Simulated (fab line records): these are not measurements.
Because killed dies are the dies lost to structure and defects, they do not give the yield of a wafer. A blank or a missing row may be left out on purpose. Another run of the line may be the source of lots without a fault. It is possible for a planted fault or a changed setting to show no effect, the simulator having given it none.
fab line records	flow rit-cmos
[record] lots = 7	wafers = 21	last-day = 7
route steps=202 shown NLDD@110 PLDD@114 SPACER@125 NSD@131 PSD@142 M1@202
lots that met no fault: taken from a fault-free run of the same line
start-h: the number of hours between the record's first day and the start of the first shown wafer of the lot	wait-h: hours from the lot's prior step to this one	" identical to the entry in the row above	L1.1+2: a row that stands for several wafers	- no value present, or no start provided	* or withheld: withheld	< > ~ a bound
route shown NAME@n: a module of which the file shows steps, and the number in the route of the first	usual: mean/standard deviation of fault-free wafers	same: alike in all rows	chamber/n: place in a boat	sites: readings site by site	_std_site: standard deviation of those values	_edge_site: mean of outer sites minus mean of inner sites	radius-mm: for every site, how far away it sits from the centre of the wafer	mask NAME#n: copy n	behind: the last tool/chamber to shape the wafer	hold: cause of the lot's hold/its duration in hours/its outcome	device: the transistor (n, p or np) that didn't switch	end of line: the route-end tests of the same wafers	step lacking rows: just its recipe	killed: at the first sort, the dies lost to defects and structure; wafer yield is something else	map: dies across one wafer; x = killed, . = not, _ = none there
set.NAME: the setting the step ran with; set.NAME@STEP: the setting that earlier step ran with	model.NAME: the simulator's own value behind a step, which no gauge read
lots at some steps of the route; a table a step, a row a wafer
services: a tool's chamber out of use, with start hour (start-h, from the record's first day; less than 0 if before it), hours out, and reason
[[steps]]
[step RIT_NLDD_HARDBAKE_07]
[recipe] resist = NOVOLAK	temp-c = 140	time-s = 60
[step RIT_NLDD_IMPLANT_08]
[recipe] species = P	energy-kev = 20	dose-cm2 = 5e+14	tilt-deg = 7.245
[step RIT_NLDD_STRIP_09]
[recipe] chemistry = O2	time-s = 180	resist = NOVOLAK	platen-temp-c = withheld	power-w = 500	pressure-mtorr = 4000	o2-flow-sccm = 4000
[usual] drypump-motor-current-A = 5.8/0.48
lot.wafer	tool	chamber	start-h	wait-h	drypump-motor-current-A	rf-hours-counter-h
L724.1	plasma-asher-02	0	79.03	0.1	5.6	30
L724.3	"	1	"	"	6.6	-
L724.5	"	1	"	"	6.6	-
L727.2	plasma-asher-04	1	98.09	0.1	5.3	44
L727.3	"	0	"	"	5.6	-
L727.4	"	1	"	"	5.3	-
L731.2	plasma-asher-04	0	117.10	0.1	5.7	47
L731.4	"	0	"	"	5.6	-
L731.5	"	0	"	"	5.6	-
L732.1	plasma-asher-01	1	125.01	0.1	5.6	1
L732.2	"	0	"	"	5.7	1
L732.5	"	1	"	"	5.7	-
L734.1	plasma-asher-02	0	133.55	0.1	5.6	36
L734.2	"	1	"	"	6.6	36
L734.3	"	0	"	"	5.6	-
L735.2	plasma-asher-02	1	142.55	0.1	6.6	37
L735.4	"	1	"	"	6.6	-
L735.6	"	0	"	"	5.6	-
L736.3	plasma-asher-01	0	146.00	0.1	5.7	-
L736.5	"	1	"	"	5.6	-
L736.6	"	0	"	"	5.7	-
[step RIT_NLDD_TW_MEAS_10]
[usual] NLDD_TW = 2480/15
lot.wafer	tool	chamber	start-h	wait-h	NLDD_TW
L724.1	film-metro-02	-	79.21	0.1	2489
L724.3	"	-	"	"	2484
L724.5	"	-	"	"	2479
L727.2	film-metro-03	-	98.28	0.1	2484
L727.3	"	-	"	"	2494
L727.4	"	-	"	"	2480
L731.2	film-metro-02	-	117.29	0.1	2492
L731.4	"	-	"	"	2487
L731.5	"	-	"	"	2482
L732.1	film-metro-02	-	125.18	0.1	2471
L732.2	"	-	"	"	2465
L732.5	"	-	"	"	2464
L734.1	film-metro-04	-	133.72	0.1	2487
L734.2	"	-	"	"	2498
L734.3	"	-	"	"	2479
L735.2	film-metro-02	-	142.73	0.1	2470
L735.4	"	-	"	"	2461
L735.6	"	-	"	"	2451
L736.3	film-metro-02	-	146.13	0.1	2501
L736.5	"	-	"	"	2491
L736.6	"	-	"	"	2489
[step RIT_PLDD_HMDS_00]
[recipe] prime-time-s = 60	prime-temp-c = 140
[step RIT_PLDD_COAT_01]
[recipe] resist = NOVOLAK	spin-rpm = 3250	resist-thk-nm = 1000
[step RIT_PLDD_SOFTBAKE_02]
[recipe] resist = NOVOLAK	temp-c = 90	time-s = 60
[step RIT_PLDD_EXPOSE_03]
[recipe] mask-id = M8	na = 0.57	target-cd-nm = 40900	dose-mj = 250
[step RIT_PLDD_PEB_04]
[recipe] resist = NOVOLAK	temp-c = withheld	time-s = withheld
[step RIT_PLDD_DEVELOP_05]
[recipe] resist = NOVOLAK	develop-time-s = 50	dev-temp-c = 23
[step RIT_PLDD_OVL_MEAS_06]
[usual] PLDD_OVL = 0.6/1.7
lot.wafer	tool	chamber	start-h	wait-h	PLDD_OVL[nm]
L724.1	overlay-02	-	80.24	-	1.9
L724.3	"	-	"	"	2.7
L724.5	"	-	"	"	2.8
L727.2	overlay-02	-	99.18	-	2.7
L727.3	"	-	"	"	1.7
L727.4	"	-	"	"	2.8
L731.2	overlay-02	-	118.32	-	1.1
L731.4	"	-	"	"	0.1
L731.5	"	-	"	"	0.4
L732.1	overlay-01	-	126.09	-	2.9
L732.2	"	-	"	"	4.0
L732.5	"	-	"	"	3.0
L734.1	overlay-01	-	134.74	-	-0.2
L734.2	"	-	"	"	-0.4
L734.3	"	-	"	"	-1.3
L735.2	overlay-01	-	143.77	-	3.1
L735.4	"	-	"	"	2.5
L735.6	"	-	"	"	3.7
L736.3	overlay-01	-	147.16	-	-1.5
L736.5	"	-	"	"	-2.3
L736.6	"	-	"	"	-1.6
[step RIT_PLDD_HARDBAKE_07]
[recipe] resist = NOVOLAK	temp-c = 140	time-s = 60
[step RIT_PLDD_IMPLANT_08]
[recipe] species = BF2	energy-kev = 20.11	dose-cm2 = 9e+14	tilt-deg = 7
[usual] beam-on-s = 9.97/0.21	dose-ions-cm2 = 9e+14/1e+12
lot.wafer	tool	chamber	start-h	wait-h	beam-on-s	dose-ions-cm2
L724.1	implanter-02	0	80.43	0.1	9.59	8.97e+14
L724.3	"	0	"	"	10.36	8.984e+14
L724.5	"	0	"	"	10.04	8.994e+14
L727.2	implanter-01	0	99.39	0.1	9.93	8.999e+14
L727.3	"	0	"	"	10.04	9.008e+14
L727.4	"	0	"	"	9.79	8.99e+14
L731.2	implanter-02	0	118.52	0.1	9.89	9.008e+14
L731.4	"	0	"	"	10.20	8.998e+14
L731.5	"	0	"	"	10.07	8.996e+14
L732.1	implanter-02	0	126.28	0.1	9.73	9.002e+14
L732.2	"	0	"	"	10.26	9.003e+14
L732.5	"	0	"	"	10.29	8.99e+14
L734.1	implanter-02	0	134.93	0.1	10.01	9.015e+14
L734.2	"	0	"	"	9.67	9.011e+14
L734.3	"	0	"	"	10.06	8.993e+14
L735.2	implanter-01	0	144.00	0.1	9.55	8.992e+14
L735.4	"	0	"	"	9.94	8.988e+14
L735.6	"	0	"	"	9.85	8.993e+14
L736.3	implanter-01	0	147.39	0.1	10.07	9.007e+14
L736.5	"	0	"	"	10.03	9.006e+14
L736.6	"	0	"	"	10.05	9.013e+14
[step RIT_PLDD_STRIP_09]
[recipe] chemistry = O2	time-s = 180	resist = NOVOLAK	platen-temp-c = withheld	power-w = 500	pressure-mtorr = 4000	o2-flow-sccm = 4000
[usual] drypump-motor-current-A = 5.8/0.44
lot.wafer	tool	chamber	start-h	wait-h	drypump-motor-current-A	rf-hours-counter-h
L724.1	plasma-asher-02	1	80.58	0.1	6.7	30
L724.3	"	0	"	"	5.6	-
L724.5	"	0	"	"	5.6	-
L727.2	plasma-asher-03	1	99.51	0.1	5.6	45
L727.3	"	1	"	"	5.6	-
L727.4	"	0	"	"	5.9	-
L731.2	plasma-asher-02	0	118.65	0.1	5.6	34
L731.4	"	0	"	"	5.6	-
L731.5	"	0	"	"	5.6	-
L732.1	plasma-asher-03	0	126.43	0.1	5.9	48
L732.2	"	1	"	"	5.6	48
L732.5	"	1	"	"	5.7	-
L734.1	plasma-asher-03	1	135.08	0.1	5.6	49
L734.2	"	0	"	"	5.9	49
L734.3	"	0	"	"	5.9	-
L735.2	plasma-asher-03	1	144.13	0.1	5.6	50
L735.4	"	1	"	"	5.6	-
L735.6	"	1	"	"	5.6	-
L736.3	plasma-asher-03	1	147.54	0.1	5.6	-
L736.5	"	0	"	"	5.9	-
L736.6	"	1	"	"	5.6	-
[step RIT_PLDD_TW_MEAS_10]
[usual] PLDD_TW = 2338/14
lot.wafer	tool	chamber	start-h	wait-h	PLDD_TW
L724.1	film-metro-04	-	80.75	0.1	2314
L724.3	"	-	"	"	2314
L724.5	"	-	"	"	2325
L727.2	film-metro-04	-	99.70	0.1	2350
L727.3	"	-	"	"	2332
L727.4	"	-	"	"	2336
L731.2	film-metro-03	-	118.83	0.1	2357
L731.4	"	-	"	"	2346
L731.5	"	-	"	"	2348
L732.1	film-metro-03	-	126.60	0.1	2369
L732.2	"	-	"	"	2350
L732.5	"	-	"	"	2362
L734.1	film-metro-03	-	135.26	0.1	2354
L734.2	"	-	"	"	2376
L734.3	"	-	"	"	2353
L735.2	film-metro-03	-	144.31	0.1	2358
L735.4	"	-	"	"	2349
L735.6	"	-	"	"	2350
L736.3	film-metro-02	-	147.68	0.1	2337
L736.5	"	-	"	"	2346
L736.6	"	-	"	"	2352
[step RIT_SPACER_CLEAN_00]
[recipe] chemistry = SC1	mix = 3:3:50	time-s = 600	temp-c = 75
[step RIT_SPACER_CLEAN_01]
[recipe] chemistry = dHF	dilution = 50:1	time-s = 30
[step RIT_SPACER_CLEAN_02]
[recipe] chemistry = SC2	mix = 3:3:50	time-s = 600	temp-c = 75	dry = n2-spin
[step RIT_SPACER_CVD_03]
[recipe] material = Si3N4	target-thk-nm = 250	temp-c = 810	precursor = SiH2Cl2/NH3	time-s = 3300	pressure-mtorr = 300	sih2cl2-flow-sccm = 60	nh3-flow-sccm = 150
[step RIT_SPACER_THK_MEAS_04]
[recipe] reads = Si3N4_of_SPACER_CVD_03
[usual] SPACER_NITRIDE_THK = 250/3.1
lot.wafer	tool	chamber	start-h	wait-h	SPACER_NITRIDE_THK[nm]
L724.1	film-metro-02	-	83.13	0.0	250
L724.3	"	-	"	"	252
L724.5	"	-	"	"	252
L727.2	film-metro-03	-	102.06	0.0	247
L727.3	"	-	"	"	248
L727.4	"	-	"	"	245
L731.2	film-metro-01	-	121.18	0.0	250
L731.4	"	-	"	"	250
L731.5	"	-	"	"	250
L732.1	film-metro-01	-	128.98	0.0	256
L732.2	"	-	"	"	254
L732.5	"	-	"	"	255
L734.1	film-metro-02	-	137.63	0.0	247
L734.2	"	-	"	"	248
L734.3	"	-	"	"	250
L735.2	film-metro-01	-	146.69	0.0	246
L735.4	"	-	"	"	245
L735.6	"	-	"	"	246
L736.3	film-metro-01	-	150.06	0.0	254
L736.5	"	-	"	"	253
L736.6	"	-	"	"	254
[step RIT_SPACER_ETCHBACK_05]
[recipe] target-depth-a = 2500	SF6_flow_sccm = 30	CHF3_flow_sccm = 30	target = Si3N4	chemistry = SF6/CHF3	pressure-mtorr = 40	rf-w = 250	time-s = 240	stop-on = SiO2
[usual] drypump-motor-current-A = 5.8/0.53	oes-product-au = 0.840/0.014	throttle-valve-pct = 10.33/0.14
lot.wafer	tool	chamber	start-h	wait-h	drypump-motor-current-A	oes-product-au	rf-hours-counter-h	throttle-valve-pct
L724.1	rie-diel-02	3	83.19	0.1	6.7	0.823	122	10.45
L724.3	"	1	"	"	5.0	0.840	124	10.37
L724.5	"	3	"	"	6.7	0.832	-	10.44
L727.2	rie-diel-04	0	102.11	0.0	5.8	0.836	115	10.27
L727.3	"	2	"	"	6.3	0.818	23	10.33
L727.4	"	1	"	"	5.9	0.851	48	10.42
L731.2	rie-diel-03	2	121.23	0.0	6.1	0.839	0	9.97
L731.4	"	2	"	"	6.1	0.845	-	9.97
L731.5	"	3	"	"	4.8	0.837	-	10.43
L732.1	rie-diel-03	2	129.04	0.1	6.1	0.858	0	9.97
L732.2	"	0	"	"	5.8	0.821	72	10.26
L732.5	"	2	"	"	6.1	0.858	-	9.97
L734.1	rie-diel-04	0	137.69	0.1	5.7	0.827	116	10.27
L734.2	"	2	"	"	6.2	0.820	24	10.33
L734.3	"	1	"	"	5.8	0.862	48	10.43
L735.2	rie-diel-04	3	146.74	0.0	6.1	0.832	51	10.25
L735.4	"	0	"	"	5.7	0.832	117	10.26
L735.6	"	1	"	"	5.9	0.855	-	10.43
L736.3	rie-diel-02	1	150.10	0.0	5.0	0.858	125	10.39
L736.5	"	0	"	"	5.8	0.845	-	10.27
L736.6	"	3	"	"	6.7	0.842	-	10.43
[step RIT_NSD_HMDS_00]
[recipe] prime-time-s = 60	prime-temp-c = 140
[step RIT_NSD_COAT_01]
[recipe] resist = NOVOLAK	spin-rpm = 3250	resist-thk-nm = 1000
[step RIT_NSD_SOFTBAKE_02]
[recipe] resist = NOVOLAK	temp-c = 90	time-s = 60
[step RIT_NSD_EXPOSE_03]
[recipe] mask-id = M9	na = 0.57	target-cd-nm = 40700	dose-mj = 250
[step RIT_NSD_PEB_04]
[recipe] resist = NOVOLAK	temp-c = withheld	time-s = withheld
[step RIT_NSD_DEVELOP_05]
[recipe] resist = NOVOLAK	develop-time-s = 50	dev-temp-c = 23
[step RIT_NSD_OVL_MEAS_06]
[usual] NSD_OVL = 0.3/1.2
lot.wafer	tool	chamber	start-h	wait-h	NSD_OVL[nm]
L724.1	overlay-01	-	84.37	-	1.6
L724.3	"	-	"	"	0.3
L724.5	"	-	"	"	0.3
L727.2	overlay-01	-	103.12	-	1.3
L727.3	"	-	"	"	-0.6
L727.4	"	-	"	"	2.1
L731.2	overlay-02	-	122.36	-	1.3
L731.4	"	-	"	"	0.6
L731.5	"	-	"	"	2.4
L732.1	overlay-02	-	130.04	-	-0.9
L732.2	"	-	"	"	-0.7
L732.5	"	-	"	"	-1.4
L734.1	overlay-01	-	138.95	-	1.2
L734.2	"	-	"	"	1.3
L734.3	"	-	"	"	2.6
L735.2	overlay-02	-	147.74	-	0.3
L735.4	"	-	"	"	0.4
L735.6	"	-	"	"	0.6
L736.3	overlay-01	-	151.11	-	2.5
L736.5	"	-	"	"	2.0
L736.6	"	-	"	"	1.6
[step RIT_NSD_HARDBAKE_07]
[recipe] resist = NOVOLAK	temp-c = 140	time-s = 60
[step RIT_NSD_IMPLANT_08]
[recipe] species = P	energy-kev = 24.7	dose-cm2 = 1e+15	tilt-deg = 7
[step RIT_NSD_STRIP_09]
[recipe] chemistry = O2	time-s = 180	resist = NOVOLAK	platen-temp-c = withheld	power-w = 500	pressure-mtorr = 4000	o2-flow-sccm = 4000
[usual] drypump-motor-current-A = 5.78/0.25
lot.wafer	tool	chamber	start-h	wait-h	drypump-motor-current-A	rf-hours-counter-h
L724.1	plasma-asher-03	1	84.70	0.1	5.63	44
L724.3	"	0	"	"	5.91	-
L724.5	"	1	"	"	5.63	-
L727.2	plasma-asher-01	1	103.45	0.1	5.66	45
L727.3	"	0	"	"	5.70	-
L727.4	"	1	"	"	5.66	-
L731.2	plasma-asher-03	1	122.69	0.1	5.63	48
L731.4	"	0	"	"	5.92	-
L731.5	"	0	"	"	5.91	-
L732.1	plasma-asher-03	1	130.39	0.1	5.62	48
L732.2	"	0	"	"	5.92	48
L732.5	"	0	"	"	5.92	-
L734.1	plasma-asher-03	0	139.29	0.1	5.92	50
L734.2	"	1	"	"	5.62	50
L734.3	"	0	"	"	5.92	-
L735.2	plasma-asher-01	1	148.07	0.1	5.65	3
L735.4	"	0	"	"	5.70	-
L735.6	"	0	"	"	5.71	-
L736.3	plasma-asher-01	1	151.49	0.1	5.66	-
L736.5	"	1	"	"	5.67	-
L736.6	"	0	"	"	5.72	-
[step RIT_NSD_TW_MEAS_10]
[usual] NSD_TW = 3092/18
lot.wafer	tool	chamber	start-h	wait-h	NSD_TW
L724.1	film-metro-04	-	84.88	0.1	3053
L724.3	"	-	"	"	3060
L724.5	"	-	"	"	3049
L727.2	film-metro-04	-	103.63	0.1	3075
L727.3	"	-	"	"	3065
L727.4	"	-	"	"	3098
L731.2	film-metro-03	-	122.87	0.1	3123
L731.4	"	-	"	"	3132
L731.5	"	-	"	"	3128
L732.1	film-metro-04	-	130.56	0.1	3110
L732.2	"	-	"	"	3112
L732.5	"	-	"	"	3123
L734.1	film-metro-04	-	139.46	0.1	3116
L734.2	"	-	"	"	3092
L734.3	"	-	"	"	3119
L735.2	film-metro-03	-	148.26	0.1	3103
L735.4	"	-	"	"	3102
L735.6	"	-	"	"	3104
L736.3	film-metro-04	-	151.63	0.1	3088
L736.5	"	-	"	"	3084
L736.6	"	-	"	"	3082
[step RIT_PSD_HMDS_00]
[recipe] prime-time-s = 60	prime-temp-c = 140
[step RIT_PSD_COAT_01]
[recipe] resist = NOVOLAK	spin-rpm = 3250	resist-thk-nm = 1000
[step RIT_PSD_SOFTBAKE_02]
[recipe] resist = NOVOLAK	temp-c = 90	time-s = 60
[step RIT_PSD_EXPOSE_03]
[recipe] mask-id = M10	na = 0.57	target-cd-nm = 40900	dose-mj = 250
[step RIT_PSD_PEB_04]
[recipe] resist = NOVOLAK	temp-c = withheld	time-s = withheld
[step RIT_PSD_DEVELOP_05]
[recipe] resist = NOVOLAK	develop-time-s = 50	dev-temp-c = 23
[step RIT_PSD_OVL_MEAS_06]
[usual] PSD_OVL = 0.1/1.5
lot.wafer	tool	chamber	start-h	wait-h	PSD_OVL[nm]
L724.1	overlay-02	-	86.16	-	0.5
L724.3	"	-	"	"	1.1
L724.5	"	-	"	"	-0.4
L727.2	overlay-01	-	104.54	-	1.7
L727.3	"	-	"	"	0.3
L727.4	"	-	"	"	-2.3
L731.2	overlay-01	-	123.90	-	-1.6
L731.4	"	-	"	"	0.6
L731.5	"	-	"	"	1.0
L732.1	overlay-02	-	131.47	-	0.6
L732.2	"	-	"	"	1.6
L732.5	"	-	"	"	2.6
L734.1	overlay-02	-	140.50	-	1.1
L734.2	"	-	"	"	0.1
L734.3	"	-	"	"	0.6
L735.2	overlay-01	-	149.16	-	0.4
L735.4	"	-	"	"	0.8
L735.6	"	-	"	"	1.3
L736.3	overlay-01	-	152.53	-	3.8
L736.5	"	-	"	"	3.5
L736.6	"	-	"	"	2.4
[step RIT_PSD_HARDBAKE_07]
[recipe] resist = NOVOLAK	temp-c = 140	time-s = 60
[step RIT_PSD_IMPLANT_08]
[recipe] species = BF2	energy-kev = 27	dose-cm2 = 5e+15	tilt-deg = 7
[step RIT_PSD_STRIP_09]
[recipe] chemistry = O2	time-s = 180	resist = NOVOLAK	platen-temp-c = withheld	power-w = 500	pressure-mtorr = 4000	o2-flow-sccm = 4000
[usual] drypump-motor-current-A = 5.63/0.19
lot.wafer	tool	chamber	start-h	wait-h	drypump-motor-current-A	rf-hours-counter-h
L724.1	plasma-asher-03	1	86.63	0.1	5.64	44
L724.3	"	1	"	"	5.65	-
L724.5	"	1	"	"	5.63	-
L727.2	plasma-asher-03	1	104.87	0.1	5.68	46
L727.3	"	1	"	"	5.63	-
L727.4	"	0	"	"	5.90	-
L731.2	plasma-asher-01	0	124.40	0.1	5.72	1
L731.4	"	0	"	"	5.73	-
L731.5	"	0	"	"	5.72	-
L732.1	plasma-asher-01	0	131.81	0.1	5.72	1
L732.2	"	1	"	"	5.65	1
L732.5	"	0	"	"	5.73	-
L734.1	plasma-asher-03	0	140.83	0.1	5.90	50
L734.2	"	1	"	"	5.66	50
L734.3	"	1	"	"	5.65	-
L735.2	plasma-asher-04	0	149.49	0.1	5.64	50
L735.4	"	1	"	"	5.29	-
L735.6	"	1	"	"	5.28	-
L736.3	plasma-asher-03	1	152.91	0.1	5.61	-
L736.5	"	1	"	"	5.63	-
L736.6	"	0	"	"	5.90	-
[step RIT_M1_PROBE_99]
[usual] killed-at-front-end = 6.9/2.9	killed-dies = 7.0/2.9	killed-open = 3.4/2.1	killed-short = 3.5/1.8
[same] gross-dies = 264	killed_at_M0_to_M3 = 0	killed_at_M4_up = 0	killed-at-back-side = 0	killed-at-contacts = 0	killed-at-other = 0
lot.wafer	tool	chamber	start-h	wait-h	killed-at-front-end	killed-dies	killed-open	killed-short	model.etest.diode-nwell-sub.leak-log10-a-cm2
L724.1	prober-02	-	95.04	0.1	4	4	1	3	-7.46
L724.3	prober-02	-	95.14	0.2	5	5	2	3	-7.238
L724.5	prober-02	-	95.24	0.2	3	3	1	2	-7.467
L727.2	prober-01	-	112.97	0.1	6	6	3	3	-7.645
L727.3	prober-01	-	113.02	0.2	8	8	7	1	-7.521
L727.4	prober-01	-	113.07	0.2	8	8	3	5	-7.712
L731.2	prober-01	-	132.54	0.1	6	6	2	4	-6.708
L731.4	prober-01	-	132.64	0.2	12	12	2	10	-6.965
L731.5	prober-01	-	132.69	0.2	5	5	2	3	-6.691
L732.1	prober-02	-	139.95	0.1	6	6	2	4	-6.882
L732.2	prober-02	-	140.00	0.1	5	5	2	3	-6.841
L732.5	prober-02	-	140.15	0.2	7	7	2	5	-6.694
L734.1	prober-02	-	148.94	0.1	6	6	5	1	-6.733
L734.2	prober-02	-	148.99	0.1	6	6	2	4	-6.915
L734.3	prober-02	-	149.04	0.2	11	11	4	7	-6.726
L735.2	prober-01	-	157.85	0.1	10	10	5	5	-7.095
L735.4	prober-01	-	157.95	0.2	8	8	4	4	-7.486
L735.6	prober-01	-	158.05	0.2	6	6	3	3	-7.391
L736.3	prober-02	-	160.99	0.2	13	13	8	5	-7.707
L736.5	prober-02	-	161.09	0.2	11	11	6	5	-7.412
L736.6	prober-02	-	161.14	0.2	10	10	7	3	-7.632
// killed by level:class
L724.1 REOX:geometric-particle:short=2 GATE:geometric-particle:short=1 SPACER:geometric-particle:open=1
L724.3 GATE:geometric-particle:short=2 REOX:geometric-particle:open=2 SPACER:geometric-particle:short=1
L724.5 FOX2:geometric-particle:short=1 GATE:geometric-particle:open=1 SPACER:geometric-particle:short=1
L727.2 GATE:geometric-particle:short=2 FOX1:geometric-particle:open=1 FOX2:geometric-particle:open=1 GATE:geometric-particle:open=1 SILICIDE:geometric-particle:short=1
L727.3 GATE:geometric-particle:open=4 REOX:geometric-particle:open=1 SPACER:geometric-particle:open=1 SILICIDE:geometric-particle:short=1 SILICIDE:geometric-particle:open=1
L727.4 GATE:geometric-particle:short=3 GATE:geometric-particle:open=1 REOX:geometric-particle:open=1 REOX:geometric-particle:short=1 SPACER:geometric-particle:short=1 SPACER:geometric-particle:open=1
L731.2 GATE:geometric-particle:short=2 SPACER:geometric-particle:short=2 REOX:geometric-particle:open=1 SILICIDE:geometric-particle:open=1
L731.4 GATE:geometric-particle:short=6 FOX2:geometric-particle:short=2 SPACER:geometric-particle:open=2 FOX1:geometric-particle:short=1 SPACER:geometric-particle:short=1
L731.5 GATE:geometric-particle:short=1 REOX:geometric-particle:short=1 SPACER:geometric-particle:open=1 SPACER:geometric-particle:short=1 SILICIDE:geometric-particle:open=1
L732.1 GATE:geometric-particle:open=2 GATE:geometric-particle:short=2 SILICIDE:geometric-particle:short=2
L732.2 FOX1:geometric-particle:open=1 FOX2:geometric-particle:short=1 GATE:geometric-particle:short=1 SPACER:geometric-particle:short=1 SILICIDE:geometric-particle:open=1
L732.5 GATE:geometric-particle:short=2 GATE:geometric-particle:open=2 FOX2:geometric-particle:short=1 REOX:geometric-particle:short=1 SPACER:geometric-particle:short=1
L734.1 GATE:geometric-particle:open=3 REOX:geometric-particle:open=2 REOX:geometric-particle:short=1
L734.2 GATE:geometric-particle:short=3 ACTIVE:geometric-particle:open=1 REOX:geometric-particle:short=1 SILICIDE:geometric-particle:open=1
L734.3 GATE:geometric-particle:short=4 GATE:geometric-particle:open=3 FOX2:geometric-particle:short=2 FOX1:geometric-particle:short=1 REOX:geometric-particle:open=1
L735.2 GATE:geometric-particle:open=3 GATE:geometric-particle:short=2 SPACER:geometric-particle:short=2 FOX1:geometric-particle:short=1 FOX2:geometric-particle:open=1 SILICIDE:geometric-particle:open=1
L735.4 SILICIDE:geometric-particle:short=2 GATE:geometric-particle:open=1 REOX:geometric-particle:open=1 REOX:geometric-particle:short=1 SPACER:geometric-particle:short=1 SPACER:geometric-particle:open=1 SILICIDE:geometric-particle:open=1
L735.6 GATE:geometric-particle:open=3 FOX1:geometric-particle:short=1 GATE:geometric-particle:short=1 REOX:geometric-particle:short=1
L736.3 GATE:geometric-particle:open=5 GATE:geometric-particle:short=3 SPACER:geometric-particle:short=2 FOX1:geometric-particle:open=1 FOX2:geometric-particle:open=1 SPACER:geometric-particle:open=1
L736.5 SPACER:geometric-particle:short=3 FOX1:geometric-particle:open=2 FOX2:geometric-particle:open=2 FOX1:geometric-particle:short=1 GATE:geometric-particle:open=1 SILICIDE:geometric-particle:open=1 SILICIDE:geometric-particle:short=1
L736.6 SPACER:geometric-particle:open=4 GATE:geometric-particle:open=2 SPACER:geometric-particle:short=2 FOX1:geometric-particle:open=1 SILICIDE:geometric-particle:short=1
[[services]]
tool	chamber	start-h	hours	kind
rie-diel-04	1	58.61	5.6	repair
rie-diel-03	1	63.76	17.4	repair
implanter-02	-	76.55	3.1	repair
rie-diel-03	2	81.13	-	clean
rie-diel-03	2	81.13	-	consumable-replace:esc
rie-diel-03	2	81.13	30.9	scheduled-down
rie-diel-03	2	81.13	30.9	vent-cycle
plasma-asher-01	-	108.75	9.0	pm
plasma-asher-01	0	108.75	9.0	vent-cycle
plasma-asher-01	1	108.75	9.0	vent-cycle
rie-diel-03	1	112.02	-	clean
rie-diel-03	1	112.02	26.6	scheduled-down
rie-diel-03	1	112.02	26.6	vent-cycle
plasma-asher-01	0	117.75	-	clean
plasma-asher-01	1	117.75	-	clean
rie-diel-02	-	118.34	20.4	repair
plasma-asher-04	-	143.32	2.8	pm
[[key]]
first-sign none at tools or gauges
[model-effect] step = RIT_M1_PROBE_99	value = etest.diode-nwell-sub.leak-log10-a-cm2	without = -7.472	struck = -6.795
met-at RIT_PLDD_IMPLANT_08
struck-wafers L731.2,L731.4,L731.5,L732.1,L732.2,L732.5,L734.1,L734.2,L734.3
tester-left-out L731,L732,L734
onset-between 80.43 118.52
also-fits RIT_NSD_STRIP_09:plasma-asher-03
[fault] kind = metallic-contamination-source	tool = implanter-02	chamber = -	onset-h = 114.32	steps = RIT_PLDD_IMPLANT_08	rate-cm2-per-visit = 5e+11	species = metal-fe-cm2
// tester-left-out: of these lots the tester's yield and bins aren't shown, on N5 and GAA mostly nor the transistor test; their killed dies are dies lost to structure and defects alone, not to doping, threshold or leakage, so they don't give the yield
